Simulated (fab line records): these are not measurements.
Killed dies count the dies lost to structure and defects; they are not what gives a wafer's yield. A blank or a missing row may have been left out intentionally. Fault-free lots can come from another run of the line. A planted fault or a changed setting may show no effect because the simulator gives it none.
fab line records	flow berkeleyCmos170	part 1 of 2: steps 1 to 31 of 47
record: lots: 5	wafers: 15	lastDay: 11
route steps=331 shown NWELL@19 PWELL@34 WELLDRIVE@55 ACTIVE@60
lots untouched by any fault: they come from a run of this same line in which no faults occurred
startH: the number of hours between the record's first day and the start of the first shown wafer of the lot	waitH: hours elapsed since this lot's preceding step	" the same as in the row above	L1.1+2: one row covering several wafers at once	- no value present, or no start provided	* or withheld: withheld	< > ~ a bound
route shown NAME@n: names a module that has steps shown in the file, with the first one's number in the route	usual: average and standard deviation across the fault-free wafers	same: alike in all rows	chamber/n: place in a boat	sites: readings site by site	_std_site: the values' standard deviation	_edge_site: outer sites' mean less inner sites'	radiusMm: for every site, how far away it sits from the centre of the wafer	mask NAME#n: copy n	behind: the last tool/chamber to shape the wafer	hold: reason for holding the lot/hours on hold/outcome of the hold	device: names the non-switching transistor (n, p or np)	end of line: tests of these same wafers at the route's end	where a step has no rows: the recipe by itself	killed: dies that structure and defects cost at the first sort, which is not the same as the wafer's yield	map: a wafer's dies, x killed, . not, _ none there
set.NAME: the setting that was run; set.NAME@STEP: the one run at that earlier step	model.NAME: the simulator's own value behind a step, which no gauge read
certain route steps with their lots: each step a table, each wafer a row
services: the hour from which a tool's chamber was out of use, counted from the record's first day as startH (under 0 if before that day), plus the number of hours and why
== steps ==
step: UCB170_NWELL_THK_MEAS_05
recipe: reads: Si3N4_of_NWELL_CVD_04
usual: NWELL_NITRIDE_THK: 227.0/2
lot.wafer	tool	chamber	startH	waitH	NWELL_NITRIDE_THK[nm]
L074.2	filmMetro-02	-	33.72	0.0	229.9
L074.3	"	-	"	"	231.6
L074.5	"	-	"	"	229.0
L076.2	filmMetro-03	-	44.08	0.0	225.4
L076.4	"	-	"	"	224.9
L076.6	"	-	"	"	224.8
L084.1	filmMetro-01	-	79.85	0.0	227.4
L084.3	"	-	"	"	230.7
L084.5	"	-	"	"	228.8
L088.1	filmMetro-02	-	102.13	0.0	226.5
L088.3	"	-	"	"	228.3
L088.5	"	-	"	"	225.9
L095.2	filmMetro-03	-	135.82	0.1	229.1
L095.5	"	-	"	"	228.9
L095.6	"	-	"	"	227.9
step: UCB170_NWELL_HMDS_06
recipe: primeTimeS: 60	primeTempC: 100
same: primeTimeS: 60
lot.wafer	tool	chamber	startH	waitH
L074.2+3+5	lithoTrack-03	0	33.80	0.1
L076.2+4+6	lithoTrack-03	0	44.52	0.4
L084.1+3+5	lithoTrack-02	0	79.91	0.1
L088.1+3+5	lithoTrack-02	0	102.19	0.1
L095.2+5+6	lithoTrack-03	0	135.89	0.1
step: UCB170_NWELL_COAT_07
recipe: resist: KrF	spinRpm: 1500	resistThkNm: 900
lot.wafer	tool	chamber	startH	waitH
L074.2+3+5	lithoTrack-03	0	33.95	0.1
L076.2+4+6	lithoTrack-03	0	44.67	0.1
L084.1+3+5	lithoTrack-02	0	80.06	0.1
L088.1+3+5	lithoTrack-02	0	102.34	0.1
L095.2+5+6	lithoTrack-03	0	136.04	0.1
step: UCB170_NWELL_SOFTBAKE_08
recipe: resist: KrF	tempC: 130	timeS: 60
lot.wafer	tool	chamber	startH	waitH
L074.2+3+5	lithoTrack-03	0	34.10	0.1
L076.2+4+6	lithoTrack-03	0	44.82	0.1
L084.1+3+5	lithoTrack-02	0	80.21	0.1
L088.1+3+5	lithoTrack-02	0	102.49	0.1
L095.2+5+6	lithoTrack-03	0	136.19	0.1
step: UCB170_NWELL_EXPOSE_09
recipe: maskId: NWELL	targetCdNm: 3000	na: 0.5	sigmaOuter: 0.6	sourceShape: conventional	doseMj: 25
lot.wafer	tool	chamber	startH	waitH	mask
L074.2+3+5	krfScanner-01	0	34.24	0.1	NWELL#0
L076.2+4+6	krfScanner-02	0	45.09	0.2	NWELL#0
L084.1+3+5	krfScanner-02	0	80.49	0.2	NWELL#0
L088.1+3+5	krfScanner-02	0	102.77	0.2	NWELL#0
L095.2+5+6	krfScanner-01	0	136.52	0.3	NWELL#0
step: UCB170_NWELL_PEB_10
recipe: pebTempC: 130	pebTimeS: withheld	resist: KrF
lot.wafer	tool	chamber	startH	waitH
L074.2+3+5	lithoTrack-04	0	34.37	0.1
L076.2+4+6	lithoTrack-04	0	45.84	0.7
L084.1+3+5	lithoTrack-03	0	80.83	0.3
L088.1+3+5	lithoTrack-04	0	102.88	0.1
L095.2+5+6	lithoTrack-02	0	136.64	0.1
step: UCB170_NWELL_DEVELOP_11
recipe: developer: TMAH	developTimeS: 45	resist: KrF	devTempC: 21
usual: developerTempC: 21.01/0.1
lot.wafer	tool	chamber	startH	waitH	developerTempC
L074.2	lithoTrack-04	0	-	-	20.73
L074.3	"	0	"	"	20.91
L074.5	"	0	"	"	21.01
L076.2	lithoTrack-04	0	-	-	20.98
L076.4	"	0	"	"	21.05
L076.6	"	0	"	"	21.07
L084.1	lithoTrack-03	0	-	-	21.10
L084.3	"	0	"	"	21.24
L084.5	"	0	"	"	21.07
L088.1	lithoTrack-04	0	-	-	20.94
L088.3	"	0	"	"	20.88
L088.5	"	0	"	"	20.99
L095.2	lithoTrack-02	0	-	-	20.98
L095.5	"	0	"	"	20.97
L095.6	"	0	"	"	21.10
step: UCB170_NWELL_OVL_MEAS_12
usual: NWELL_OVL: 1/5
lot.wafer	tool	chamber	startH	waitH	NWELL_OVL[nm]
L074.2	overlay-02	-	34.62	-	1
L074.3	"	-	"	"	3
L074.5	"	-	"	"	1
L076.2	overlay-02	-	46.09	-	-12
L076.4	"	-	"	"	-8
L076.6	"	-	"	"	-6
L084.1	overlay-02	-	81.10	-	-7
L084.3	"	-	"	"	-6
L084.5	"	-	"	"	-1
L088.1	overlay-02	-	103.16	-	4
L088.3	"	-	"	"	-2
L088.5	"	-	"	"	-2
L095.2	overlay-01	-	136.90	-	3
L095.5	"	-	"	"	6
L095.6	"	-	"	"	2
step: UCB170_NWELL_ETCH_13
recipe: chemistry: CH3F/Ar/O2	target: Si3N4	stopOn: SiO2	CH3F_flow_sccm: 20	Ar_flow_sccm: 50	O2_flow_sccm: 7	pressureMtorr: 50	rfW: 450	targetDepthA: 2464	overEtchFrac: 0.1	timeS: 154
usual: drypumpMotorCurrentA: 5.7/0.61	oesProductAu: 0.953/0.016	throttleValvePct: 8.08/0.067
lot.wafer	tool	chamber	startH	waitH	drypumpMotorCurrentA	oesProductAu	rfHoursCounterH	throttleValvePct
L074.2	rieDiel-03	2	34.65	0.0	6.6	0.956	54	8.06
L074.3	"	3	"	"	6.2	0.985	25	8.06
L074.5	"	1	"	"	5.9	0.958	-	8.09
L076.2	rieDiel-02	3	46.12	0.0	5.6	0.962	146	8.01
L076.4	"	0	"	"	5.4	0.914	-	8.00
L076.6	"	2	"	"	4.7	0.948	-	8.03
L084.1	rieDiel-03	1	81.14	0.0	5.9	0.954	6	8.10
L084.3	"	2	"	"	6.6	0.968	56	8.06
L084.5	"	0	"	"	6.5	0.944	-	8.05
L088.1	rieDiel-01	1	103.19	0.0	5.6	0.957	88	8.21
L088.3	"	2	"	"	6.8	0.956	15	8.18
L088.5	"	1	"	"	5.6	0.956	-	8.22
L095.2	rieDiel-01	1	136.93	0.0	5.6	0.963	90	8.22
L095.5	"	1	"	"	5.6	0.955	-	8.21
L095.6	"	0	"	"	6.0	0.933	-	8.09
step: UCB170_NWELL_IMPLANT_14
recipe: species: P	doseCm2: 1e+13	energyKev: 148.3	tiltDeg: 7
usual: beamEnergyKeV: 148.30/0.043	beamOnS: 10.01/0.19
lot.wafer	tool	chamber	startH	waitH	beamEnergyKeV	beamOnS
L074.2	implanter-04	0	34.78	0.1	148.25	9.92
L074.3	"	0	"	"	148.42	10.29
L074.5	"	0	"	"	148.38	10.14
L076.2	implanter-03	0	46.25	0.1	148.31	10.11
L076.4	"	0	"	"	148.31	9.92
L076.6	"	0	"	"	148.24	10.42
L084.1	implanter-02	0	81.24	0.1	148.28	9.76
L084.3	"	0	"	"	148.25	10.09
L084.5	"	0	"	"	148.24	10.11
L088.1	implanter-02	0	103.30	0.1	148.34	10.37
L088.3	"	0	"	"	148.26	10.11
L088.5	"	0	"	"	148.24	9.92
L095.2	implanter-02	0	137.06	0.1	148.35	9.93
L095.5	"	0	"	"	148.28	10.04
L095.6	"	0	"	"	148.33	10.04
step: UCB170_NWELL_STRIP_15
recipe: chemistry: O2	powerW: 400	pressureMtorr: 3500	platenTempC: withheld	o2FlowSccm: 400	overashFraction: 0.5
usual: drypumpMotorCurrentA: 5.6/0.45	oesProductAu: 0.721/0.0048	stripTimeToEndpointS: 18.01/0.12
same: overashFraction: 0.5
lot.wafer	tool	chamber	startH	waitH	drypumpMotorCurrentA	oesProductAu	rfHoursCounterH	stripTimeToEndpointS
L074.2	plasmaAsher-01	0	34.90	0.1	5.4	0.723	32	17.98
L074.3	"	1	"	"	5.8	0.722	-	17.91
L074.5	"	0	"	"	5.3	0.720	-	18.03
L076.2	plasmaAsher-02	0	46.38	0.1	4.9	0.715	29	18.13
L076.4	"	0	"	"	4.9	0.730	-	18.23
L076.6	"	0	"	"	4.9	0.724	-	18.27
L084.1	plasmaAsher-02	0	81.39	0.1	4.9	0.725	33	17.92
L084.3	"	0	"	"	4.9	0.725	-	18.02
L084.5	"	0	"	"	4.9	0.720	-	18.18
L088.1	plasmaAsher-04	1	103.45	0.1	5.8	0.722	42	17.93
L088.3	"	0	"	"	6.2	0.717	-	17.89
L088.5	"	1	"	"	5.8	0.721	-	17.97
L095.2	plasmaAsher-01	0	137.18	0.1	5.4	0.721	43	17.99
L095.5	"	0	"	"	5.4	0.723	-	17.99
L095.6	"	1	"	"	5.8	0.718	-	18.20
step: UCB170_NWELL_TW_MEAS_16
usual: NWELL_TW: 1245/12
lot.wafer	tool	chamber	startH	waitH	NWELL_TW
L074.2	filmMetro-01	-	35.01	0.1	1238
L074.3	"	-	"	"	1243
L074.5	"	-	"	"	1236
L076.2	filmMetro-01	-	46.49	0.1	1239
L076.4	"	-	"	"	1241
L076.6	"	-	"	"	1237
L084.1	filmMetro-02	-	81.49	0.1	1261
L084.3	"	-	"	"	1253
L084.5	"	-	"	"	1255
L088.1	filmMetro-01	-	103.55	0.1	1238
L088.3	"	-	"	"	1232
L088.5	"	-	"	"	1228
L095.2	filmMetro-01	-	137.29	0.1	1233
L095.5	"	-	"	"	1226
L095.6	"	-	"	"	1239
step: UCB170_NWELL_CLEAN_17
recipe: chemistry: SPM	tempC: 120	timeS: 600
lot.wafer	tool	chamber	startH	waitH
L074.2+3+5	wetBench-01	0	35.06	0.0
L076.2+4+6	wetBench-01	3	46.54	0.0
L084.1+3+5	wetBench-01	2	81.55	0.1
L088.1+3+5	wetBench-04	3	103.61	0.1
L095.2+5+6	wetBench-01	3	137.36	0.1
step: UCB170_NWELL_WET_ETCH_18
recipe: chemistry: H3PO4	target: Si3N4	tempC: 160	timeS: 14400
lot.wafer	tool	chamber	startH	waitH
L074.2+3+5	wetBench-04	1	35.27	0.0
L076.2+4+6	wetBench-03	0	46.74	0.0
L084.1+3+5	wetBench-01	2	81.90	0.2
L088.1+3+5	wetBench-01	1	103.80	0.0
L095.2+5+6	wetBench-03	1	137.72	0.2
step: UCB170_NWELL_WET_ETCH_19
recipe: chemistry: BOE	dilution: 5:1	target: SiO2	tempC: 25	timeS: 22
lot.wafer	tool	chamber	startH	waitH
L074.2+3+5	wetBench-01	2	39.28	0.0
L076.2+4+6	wetBench-03	1	51.13	0.0
L084.1+3+5	wetBench-04	3	85.91	0.0
L088.1+3+5	wetBench-03	1	107.80	0.0
L095.2+5+6	wetBench-03	0	142.09	0.0
step: UCB170_PWELL_CLEAN_00
recipe: chemistry: SPM	tempC: 120	timeS: 600
lot.wafer	tool	chamber	startH	waitH
L074.2+3+5	wetBench-01	3	39.30	0.0
L076.2+4+6	wetBench-03	2	51.34	0.2
L084.1+3+5	wetBench-04	1	85.93	0.0
L088.1+3+5	wetBench-01	1	107.82	0.0
L095.2+5+6	wetBench-03	0	142.11	0.0
step: UCB170_PWELL_CLEAN_01
recipe: chemistry: dHF	dilution: 25:1	timeS: 60
lot.wafer	tool	chamber	startH	waitH
L074.2+3+5	wetBench-04	3	39.53	0.0
L076.2+4+6	wetBench-03	3	51.56	0.0
L084.1+3+5	wetBench-04	0	86.13	0.0
L088.1+3+5	wetBench-03	1	107.99	0.0
L095.2+5+6	wetBench-03	0	142.28	0.0
step: UCB170_PWELL_OXIDATION_02
recipe: tempC: 1000	ambient: O2	targetThkA: 264	oxTimeS: 1260
lot.wafer	tool	chamber	startH	waitH
L074.2+3+5	furnace-02	0	40.06	0.5
L076.2+4+6	furnace-02	0	55.94	4.4
L084.1+3+5	furnace-04	0	89.85	3.7
L088.1+3+5	furnace-02	0	111.52	3.5
L095.2+5+6	furnace-04	0	146.83	4.5
step: UCB170_PWELL_THK_MEAS_03
recipe: reads: SiO2_of_PWELL_OXIDATION_02
usual: PWELL_OXIDE_THK: 26.4/0.53
lot.wafer	tool	chamber	startH	waitH	PWELL_OXIDE_THK[nm]
L074.2	filmMetro-01	-	41.42	0.0	26.2
L074.3	"	-	"	"	26.4
L074.5	"	-	"	"	26.3
L076.2	filmMetro-03	-	57.30	0.0	25.0
L076.4	"	-	"	"	25.3
L076.6	"	-	"	"	25.4
L084.1	filmMetro-03	-	91.20	0.0	27.1
L084.3	"	-	"	"	27.1
L084.5	"	-	"	"	27.1
L088.1	filmMetro-04	-	112.87	0.0	26.6
L088.3	"	-	"	"	26.9
L088.5	"	-	"	"	26.9
L095.2	filmMetro-04	-	148.19	0.0	26.6
L095.5	"	-	"	"	26.4
L095.6	"	-	"	"	26.9
step: UCB170_PWELL_ANNEAL_04
recipe: tempC: 1000	timeS: 900	ambient: N2
lot.wafer	tool	chamber	startH	waitH
L074.2+3+5	furnace-02	0	44.41	3.0
L076.2+4+6	furnace-01	0	61.19	3.9
L084.1+3+5	furnace-01	0	97.75	6.5
L088.1+3+5	furnace-01	0	116.40	3.5
L095.2+5+6	furnace-02	0	151.27	3.1
step: UCB170_PWELL_CVD_05
recipe: material: Si3N4	targetThkNm: 220	tempC: 800	precursor: SiH2Cl2/NH3	timeS: 3300	pressureMtorr: 200	sih2cl2FlowSccm: 25	nh3FlowSccm: 75
usual: sih2cl2FlowSccm: 24.99/0.068
lot.wafer	tool	chamber	startH	waitH	sih2cl2FlowSccm
L074.2	lpcvd-02	0	45.66	0.0	25.06
L074.3	"	0	"	"	24.99
L074.5	"	0	"	"	24.91
L076.2	lpcvd-02	0	62.44	0.0	25.02
L076.4	"	0	"	"	24.88
L076.6	"	0	"	"	24.93
L084.1	lpcvd-01	0	99.00	0.0	25.00
L084.3	"	0	"	"	25.02
L084.5	"	0	"	"	25.04
L088.1	lpcvd-01	0	117.65	0.0	24.95
L088.3	"	0	"	"	24.93
L088.5	"	0	"	"	24.96
L095.2	lpcvd-01	1	152.52	0.0	24.91
L095.5	"	1	"	"	24.96
L095.6	"	1	"	"	25.02
step: UCB170_PWELL_THK_MEAS_06
recipe: reads: Si3N4_of_PWELL_CVD_05
usual: PWELL_NITRIDE_THK: 220.3/1.7
lot.wafer	tool	chamber	startH	waitH	PWELL_NITRIDE_THK[nm]
L074.2	filmMetro-03	-	47.59	0.0	220.9
L074.3	"	-	"	"	219.6
L074.5	"	-	"	"	223.1
L076.2	filmMetro-03	-	64.36	0.0	220.0
L076.4	"	-	"	"	222.0
L076.6	"	-	"	"	220.6
L084.1	filmMetro-03	-	100.92	0.0	222.0
L084.3	"	-	"	"	224.0
L084.5	"	-	"	"	221.0
L088.1	filmMetro-03	-	119.57	0.0	217.7
L088.3	"	-	"	"	220.0
L088.5	"	-	"	"	218.1
L095.2	filmMetro-04	-	154.49	0.1	219.2
L095.5	"	-	"	"	218.2
L095.6	"	-	"	"	218.2
step: UCB170_PWELL_HMDS_07
recipe: primeTimeS: 60	primeTempC: 100
same: primeTimeS: 60
lot.wafer	tool	chamber	startH	waitH
L074.2+3+5	lithoTrack-01	0	47.67	0.1
L076.2+4+6	lithoTrack-02	0	64.70	0.3
L084.1+3+5	lithoTrack-03	0	100.98	0.1
L088.1+3+5	lithoTrack-03	0	119.63	0.1
L095.2+5+6	lithoTrack-03	0	154.82	0.3
step: UCB170_PWELL_COAT_08
recipe: resist: KrF	spinRpm: 1500	resistThkNm: 900
lot.wafer	tool	chamber	startH	waitH
L074.2+3+5	lithoTrack-01	0	47.82	0.1
L076.2+4+6	lithoTrack-02	0	64.85	0.1
L084.1+3+5	lithoTrack-03	0	101.13	0.1
L088.1+3+5	lithoTrack-03	0	119.78	0.1
L095.2+5+6	lithoTrack-03	0	154.97	0.1
step: UCB170_PWELL_SOFTBAKE_09
recipe: resist: KrF	tempC: 130	timeS: 60
lot.wafer	tool	chamber	startH	waitH
L074.2+3+5	lithoTrack-01	0	47.97	0.1
L076.2+4+6	lithoTrack-02	0	65.00	0.1
L084.1+3+5	lithoTrack-03	0	101.28	0.1
L088.1+3+5	lithoTrack-03	0	119.93	0.1
L095.2+5+6	lithoTrack-03	0	155.12	0.1
step: UCB170_PWELL_EXPOSE_10
recipe: maskId: PWELL	targetCdNm: 3000	na: 0.5	sigmaOuter: 0.6	sourceShape: conventional	doseMj: 19
lot.wafer	tool	chamber	startH	waitH	mask
L074.2+3+5	krfScanner-02	0	48.48	0.5	PWELL#0
L076.2+4+6	krfScanner-01	0	65.27	0.2	PWELL#0
L084.1+3+5	krfScanner-02	0	101.55	0.2	PWELL#0
L088.1+3+5	krfScanner-02	0	120.24	0.3	PWELL#0
L095.2+5+6	krfScanner-02	0	155.41	0.3	PWELL#0
step: UCB170_PWELL_PEB_11
recipe: pebTempC: 130	pebTimeS: withheld	resist: KrF
lot.wafer	tool	chamber	startH	waitH
L074.2+3+5	lithoTrack-03	0	48.66	0.2
L076.2+4+6	lithoTrack-01	0	65.39	0.1
L084.1+3+5	lithoTrack-02	0	101.90	0.3
L088.1+3+5	lithoTrack-03	0	120.53	0.3
L095.2+5+6	lithoTrack-03	0	155.99	0.6
step: UCB170_PWELL_DEVELOP_12
recipe: developer: TMAH	developTimeS: 45	resist: KrF	devTempC: 21
usual: developerTempC: 20.99/0.1
lot.wafer	tool	chamber	startH	waitH	developerTempC
L074.2	lithoTrack-03	0	-	-	20.90
L074.3	"	0	"	"	20.86
L074.5	"	0	"	"	20.96
L076.2	lithoTrack-01	0	-	-	20.93
L076.4	"	0	"	"	20.97
L076.6	"	0	"	"	21.04
L084.1	lithoTrack-02	0	-	-	20.94
L084.3	"	0	"	"	20.89
L084.5	"	0	"	"	21.09
L088.1	lithoTrack-03	0	-	-	20.84
L088.3	"	0	"	"	20.90
L088.5	"	0	"	"	20.77
L095.2	lithoTrack-03	0	-	-	20.97
L095.5	"	0	"	"	20.98
L095.6	"	0	"	"	20.92
step: UCB170_PWELL_OVL_MEAS_13
usual: PWELL_OVL: -2/5.3
lot.wafer	tool	chamber	startH	waitH	PWELL_OVL[nm]
L074.2	overlay-02	-	48.92	-	-6
L074.3	"	-	"	"	-8
L074.5	"	-	"	"	-7
L076.2	overlay-01	-	65.65	-	3
L076.4	"	-	"	"	6
L076.6	"	-	"	"	0
L084.1	overlay-01	-	102.17	-	-6
L084.3	"	-	"	"	-8
L084.5	"	-	"	"	-9
L088.1	overlay-02	-	120.80	-	0
L088.3	"	-	"	"	6
L088.5	"	-	"	"	-2
L095.2	overlay-02	-	156.25	-	-9
L095.5	"	-	"	"	-11
L095.6	"	-	"	"	1
step: UCB170_PWELL_ETCH_14
recipe: chemistry: CH3F/Ar/O2	target: Si3N4	stopOn: SiO2	CH3F_flow_sccm: 20	Ar_flow_sccm: 50	O2_flow_sccm: 7	pressureMtorr: 50	rfW: 450	targetDepthA: 2420	overEtchFrac: 0.1	timeS: 151
usual: drypumpMotorCurrentA: 5.5/0.47	oesProductAu: 0.945/0.017	throttleValvePct: 8.04/0.087
lot.wafer	tool	chamber	startH	waitH	drypumpMotorCurrentA	oesProductAu	rfHoursCounterH	throttleValvePct
L074.2	rieDiel-01	2	48.95	0.0	6.8	0.944	12	8.17
L074.3	"	1	"	"	5.6	0.949	86	8.24
L074.5	"	0	"	"	6.0	0.936	-	8.07
L076.2	rieDiel-02	2	65.68	0.0	4.7	0.936	17	8.03
L076.4	"	3	"	"	5.6	0.954	147	8.00
L076.6	"	2	"	"	4.7	0.943	-	8.03
L084.1	rieDiel-02	0	102.21	0.0	5.3	0.921	104	8.00
L084.3	"	1	"	"	5.0	0.979	2	8.11
L084.5	"	0	"	"	5.3	0.919	-	8.00
L088.1	rieDiel-02	3	120.84	0.0	5.6	0.945	150	7.99
L088.3	"	1	"	"	5.0	0.969	3	8.12
L088.5	"	0	"	"	5.4	0.917	-	8.01
L095.2	rieDiel-02	2	156.28	0.0	4.8	0.935	22	8.04
L095.5	"	3	"	"	5.5	0.957	-	8.01
L095.6	"	2	"	"	4.7	0.931	-	8.02
step: UCB170_PWELL_IMPLANT_15
recipe: species: B	doseCm2: 5e+12	energyKev: 59.69	tiltDeg: 7
usual: beamEnergyKeV: 59.688/0.02	beamOnS: 10.01/0.2
lot.wafer	tool	chamber	startH	waitH	beamEnergyKeV	beamOnS
L074.2	implanter-01	0	49.08	0.1	59.709	9.76
L074.3	"	0	"	"	59.697	10.11
L074.5	"	0	"	"	59.704	9.91
L076.2	implanter-03	0	65.80	0.1	59.672	10.00
L076.4	"	0	"	"	59.694	9.95
L076.6	"	0	"	"	59.685	10.47
L084.1	implanter-03	0	102.31	0.1	59.727	10.03
L084.3	"	0	"	"	59.715	9.72
L084.5	"	0	"	"	59.709	10.03
L088.1	implanter-01	0	120.94	0.1	59.689	9.91
L088.3	"	0	"	"	59.670	9.76
L088.5	"	0	"	"	59.685	10.02
L095.2	implanter-02	0	156.40	0.1	59.707	10.15
L095.5	"	0	"	"	59.677	10.12
L095.6	"	0	"	"	59.661	10.30
